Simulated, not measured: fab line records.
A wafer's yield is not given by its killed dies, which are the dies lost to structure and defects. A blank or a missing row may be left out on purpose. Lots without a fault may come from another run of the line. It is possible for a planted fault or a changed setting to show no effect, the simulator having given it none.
2 desks, one fault -- flow berkeley cmos170 -- what lay behind the numbers comes last; until then each desk has only its own

THE TOOL OWNER'S DESK: implanter-04
The tool's own readings at UCB170_NVT_IMPLANT_07: means of the sampled wafers that have a number, for each lot that ran on this tool. If a lot's mean is further than 4 standard deviations from the usual mean, the lot is out of limits and carries the mark OUT (the distance appears in the brackets).
Columns: A = beam energy keV at UCB170_NVT_IMPLANT_07, usual 50.001; B = end station pressure torr at UCB170_NVT_IMPLANT_07, usual 5.01e-06 Torr; C = tilt deg at UCB170_NVT_IMPLANT_07, usual 7.000 degrees
lot,first seen here,A,B,C
L569,day 5 12:49,50.006,5.26e-06,6.988
L568,day 5 13:11,50.007,4.95e-06,7.004
L573,day 6 10:41,50.007,5.08e-06,6.998
L578,day 7 13:44,60.997 (+99 or more) OUT,4.87e-06,7.017
L582,day 8 07:02,60.998 (+99 or more) OUT,4.76e-06,7.022
This desk's finding: out of limits on L578, L582; first on L578, day 7 13:44 (beam energy keV at UCB170_NVT_IMPLANT_07). L569, L568, L573: within limits.

AT THE METROLOGY DESK
What the gauges read for every lot (on any tool): the sampled wafers with a number, averaged. If a lot's mean is further than 4 standard deviations from the usual mean, the lot is out of limits and carries the mark OUT (the distance appears in the brackets).
Columns: A = NVT_TW at UCB170_NVT_TW_MEAS_09, usual 518; B = M2_OVL at UCB170_M2_OVL_MEAS_16, usual 4 nm; C = cd nm at UCB170_M3_CD_MEAS_15, usual 699.8 nm
lot,first seen here,A,B,C
L569,day 5 13:04,519,1,701.4
L568,day 5 13:25,515,4,700.5
L570,day 5 13:59,529,6,699.5
L571,day 6 04:30,518,2,699.9
L573,day 6 10:55,517,4,700.6
L577,day 7 08:17,515,5,698.5
L578,day 7 13:58,543 (+6.3) OUT,6,699.5
L580,day 7 18:32,515,2,702.1
L582,day 8 07:16,551 (+8.2) OUT,6,698.2
L585,day 8 10:19,526,-3,699.2
L586,day 9 00:36,517,-1,701.3
L588,day 9 12:26,518,-1,699.1
L589,day 9 21:38,519,10,698.0
L590,day 9 22:11,518,10,701.0
This desk's finding: out of limits on L578, L582; first on L578, day 7 13:58 (NVT_TW at UCB170_NVT_TW_MEAS_09). L569, L568, L570, L571, L573, L577, L580, L585, L586, L588, L589, L590: within limits.

BROUGHT TOGETHER
At day 7 13:44, on L578, L582, the tool owner's desk was in a position to raise an alarm.
At day 7 13:58 the metrology desk could have sounded an alarm, on L578, L582.
Of the lots named, all ran UCB170_NVT_IMPLANT_07 on implanter-04.

WHAT THE SIMULATOR HAD PUT IN
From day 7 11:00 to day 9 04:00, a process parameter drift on implanter-04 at UCB170_NVT_IMPLANT_07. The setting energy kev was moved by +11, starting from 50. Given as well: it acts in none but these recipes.
Lots struck among those shown: L578, L582.
Hours from the fault's start to each desk's first reading out of limits: the tool owner's desk, 3; the metrology desk, 3.
